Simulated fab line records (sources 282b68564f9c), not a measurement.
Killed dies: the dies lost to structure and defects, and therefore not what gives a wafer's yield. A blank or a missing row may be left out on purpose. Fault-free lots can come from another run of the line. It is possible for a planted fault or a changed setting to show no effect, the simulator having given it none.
2 desks looking at one fault / flow rit_cmos / numbers are kept per desk, each desk with only its own; the story behind them comes last

## METROLOGY DESK
Lot by lot, what the gauges showed, no matter which tool ran the lot: averages of those sampled wafers that carry a number. Marked OUT: a lot whose mean sits more than 4 standard deviations from the usual mean, which makes it out of limits; the brackets give that distance.
Columns: A = M1_AL_RS at RIT_M1_RS_MEAS_01, usual 0.0734 ohm/sq; B = M1_AL_THK at RIT_M1_THK_MEAS_02, usual 400 nm; C = cd_nm at RIT_M1_CD_MEAS_09, usual 2600.6 nm; D = M1_OVL at RIT_M1_OVL_MEAS_10, usual -0.2 nm
lot=L805; first seen here=day 4 11:50; A=0.0725; B=405; C=2602.6; D=-0.9
lot=L806; first seen here=day 4 15:52; A=0.0743; B=397; C=2600.6; D=-0.3
lot=L809; first seen here=day 5 07:04; A=0.0734; B=402; C=2604.0; D=-2.3
lot=L818; first seen here=day 7 04:19; A=0.0736; B=400; C=2600.8; D=-0.9
lot=L821; first seen here=day 7 18:57; A=0.0737; B=398; C=2599.5; D=-0.2
lot=L822; first seen here=day 8 00:33; A=0.0726; B=402; C=2604.2; D=-1.0
Result from this desk: across the 6 lots, nothing is out of limits.

## TOOL OWNER'S DESK, rie_metal-01
The tool's own readings at RIT_M1_METAL_ETCH_12 (etches Al in Cl2/BCl3, stops on SiO2, time 165 s, target depth 600 nm): means of the sampled wafers that have a number, for each lot that ran on this tool. Marked OUT: a lot whose mean sits more than 4 standard deviations from the usual mean, which makes it out of limits; the brackets give that distance.
Columns: A = chamber_pressure_mTorr at RIT_M1_METAL_ETCH_12, usual 100.00 mTorr; B = drypump_motor_current_A at RIT_M1_METAL_ETCH_12, usual 5.6 A; C = mfc_cl2_sccm at RIT_M1_METAL_ETCH_12, usual 59.98 sccm; D = oes_product_au at RIT_M1_METAL_ETCH_12, usual 0.776 a.u.; E = throttle_valve_pct at RIT_M1_METAL_ETCH_12, usual 8.27 %
lot=L806; first seen here=day 4 17:28; A=113.28 (+99 or more) OUT; B=5.7; C=59.93; D=0.779; E=8.33
lot=L809; first seen here=day 5 08:32; A=113.31 (+99 or more) OUT; B=5.7; C=59.86; D=0.788; E=8.31
lot=L822; first seen here=day 8 02:13; A=100.00; B=5.1; C=59.87; D=0.793; E=8.27
This desk's verdict: out of limits on L806, L809, starting with L806 at day 4 17:28 (chamber_pressure_mTorr at RIT_M1_METAL_ETCH_12). L822 stayed within limits.

## BROUGHT TOGETHER
At day 4 17:28, on L806, L809, the tool owner's desk was in a position to raise an alarm.
Nothing out of limits was seen by the metrology desk.
The metrology desk has L806, L809 on record, within its limits.
Every lot named ran RIT_M1_METAL_ETCH_12 on rie_metal-01.

## WHAT THE SIMULATOR HAD INSERTED
rie_metal-01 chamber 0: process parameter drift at RIT_M1_METAL_ETCH_12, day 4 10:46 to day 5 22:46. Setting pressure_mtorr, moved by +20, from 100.
Lots struck among those shown: L806, L809.
Each desk's first reading out of limits, in hours after the fault started: the tool owner's desk, 7.
